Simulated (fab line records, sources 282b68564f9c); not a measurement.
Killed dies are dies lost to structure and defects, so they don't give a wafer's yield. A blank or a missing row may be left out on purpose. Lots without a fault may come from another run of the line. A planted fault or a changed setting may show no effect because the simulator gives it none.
Tool commonality check | flow rit_cmos | 14 lots, 48 wafers sampled

WHY IT WAS OPENED
At RIT_SDANNEAL_RS_MEAS_04 the reading PSD_RS is flagged on 2 of 14 lots. Wafers without a fault read 115.9 ohm/sq, standard deviation 0.34.
Rule: a lot is flagged when every wafer of it that has a number lies more than 4 standard deviations from that mean, or none has a number. The other lots count as sound.

lot  | measured    | on            | PSD_RS (ohm/sq), wafer by wafer     | flag
L674 | day 3 14:25 | film_metro-03 | 115.7 115.6 115.5                   |
L676 | day 3 18:38 | film_metro-01 | 116.2 116.4 116.1                   |
L675 | day 3 20:38 | film_metro-03 | 115.4 115.8 115.4                   |
L677 | day 4 01:27 | film_metro-04 | 115.8 116.0 115.8                   |
L678 | day 4 06:01 | film_metro-04 | 116.2 116.0 116.1                   |
L680 | day 4 13:36 | film_metro-04 | 115.8 116.1 115.8                   |
L685 | day 5 14:05 | film_metro-03 | 120.4 120.0 120.2 120.5 120.0 120.1 | FLAGGED
L687 | day 5 23:56 | film_metro-04 | 120.3 119.8 119.9 120.2 120.0 119.9 | FLAGGED
L688 | day 6 05:27 | film_metro-04 | 115.9 115.9 116.0                   |
L690 | day 6 13:28 | film_metro-03 | 115.5 115.8 115.7                   |
L693 | day 7 05:52 | film_metro-04 | 115.7 116.8 116.3                   |
L694 | day 7 09:55 | film_metro-03 | 115.4 115.5 115.5                   |
L696 | day 7 21:13 | film_metro-04 | 115.6 115.4 115.7                   |
L697 | day 8 02:00 | film_metro-03 | 115.1 115.5 115.3                   |
The numbers of the flagged lots are 120.1 ohm/sq on average: +4.2 ohm/sq against the usual, or +12 standard deviations.

WHICH TOOL RAN EACH LOT
The record holds 2 process steps before the reading, out of a route of 202 steps. In each cell: the tool, then ch and the chambers that the sampled wafers went through, then the start.
lot  | flag    | RIT_NSD_STRIP_09                    | RIT_PSD_IMPLANT_08
L674 |         | plasma_asher-01 ch 0,1, day 3 12:13 | implanter-02 ch 0, day 3 13:37
L676 |         | plasma_asher-04 ch 0,1, day 3 16:27 | implanter-03 ch 0, day 3 17:50
L675 |         | plasma_asher-04 ch 0,1, day 3 18:03 | implanter-01 ch 0, day 3 19:26
L677 |         | plasma_asher-02 ch 0,1, day 3 22:50 | implanter-02 ch 0, day 4 00:28
L678 |         | plasma_asher-01 ch 0, day 4 03:55   | implanter-03 ch 0, day 4 05:13
L680 |         | plasma_asher-04 ch 0, day 4 11:10   | implanter-02 ch 0, day 4 12:38
L685 | FLAGGED | plasma_asher-02 ch 0,1, day 5 11:48 | implanter-01 ch 0, day 5 13:13
L687 | FLAGGED | plasma_asher-02 ch 0,1, day 5 21:35 | implanter-01 ch 0, day 5 23:06
L688 |         | plasma_asher-01 ch 0, day 6 03:19   | implanter-02 ch 0, day 6 04:37
L690 |         | plasma_asher-02 ch 1, day 6 11:23   | implanter-03 ch 0, day 6 12:40
L693 |         | plasma_asher-01 ch 0,1, day 7 03:47 | implanter-02 ch 0, day 7 05:03
L694 |         | plasma_asher-01 ch 0, day 7 07:40   | implanter-02 ch 0, day 7 09:05
L696 |         | plasma_asher-04 ch 0,1, day 7 19:05 | implanter-02 ch 0, day 7 20:23
L697 |         | plasma_asher-04 ch 0,1, day 7 23:37 | implanter-03 ch 0, day 8 01:07
What these steps do:
- RIT_NSD_STRIP_09: strips in O2, time 180 s.
- RIT_PSD_IMPLANT_08
- RIT_SDANNEAL_RS_MEAS_04: measures by four-point-probe.

FLAGGED OVER TOTAL, TOOL BY TOOL (the gauges that took the reading come last)
step                    | tool            | lots run | flagged | share of the flagged lots | sound lots run after its first flagged lot
RIT_NSD_STRIP_09        | plasma_asher-01 | 5        | 0       | none                      | -
RIT_NSD_STRIP_09        | plasma_asher-02 | 4        | 2       | all                       | 1 (L690)
RIT_NSD_STRIP_09        | plasma_asher-04 | 5        | 0       | none                      | -
RIT_PSD_IMPLANT_08      | implanter-01    | 3        | 2       | all                       | 0
RIT_PSD_IMPLANT_08      | implanter-02    | 7        | 0       | none                      | -
RIT_PSD_IMPLANT_08      | implanter-03    | 4        | 0       | none                      | -
RIT_SDANNEAL_RS_MEAS_04 | film_metro-01   | 1        | 0       | none                      | -
RIT_SDANNEAL_RS_MEAS_04 | film_metro-03   | 6        | 1       | some                      | 3 (L690,L694,L697)
RIT_SDANNEAL_RS_MEAS_04 | film_metro-04   | 7        | 1       | some                      | 3 (L688,L693,L696)

WHAT THE TABLE ALLOWS
2 rows of the table ran every flagged lot: plasma_asher-02 at RIT_NSD_STRIP_09, implanter-01 at RIT_PSD_IMPLANT_08.
- plasma_asher-02 at RIT_NSD_STRIP_09: 2 of its 4 lots flagged. Sound lots ran on it after the first flagged one (L690), which a lasting fault on the whole tool wouldn't allow.
- implanter-01 at RIT_PSD_IMPLANT_08: 2 of its 3 lots flagged. Its last sound lot is L675 (day 3 19:26), its first flagged lot L685 (day 5 13:13): a fault that began between those two fits. Its own readings lie more than 4 standard deviations out on every wafer of the flagged lots: beam_energy_keV.
One tool is left: implanter-01 at RIT_PSD_IMPLANT_08.

WHAT THE SIMULATOR HAD PUT IN
Process parameter drift: implanter-01, from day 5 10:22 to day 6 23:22, at RIT_PSD_IMPLANT_08. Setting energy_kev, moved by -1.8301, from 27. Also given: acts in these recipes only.
Lots struck among those shown: L685, L687. The rule above found the same.
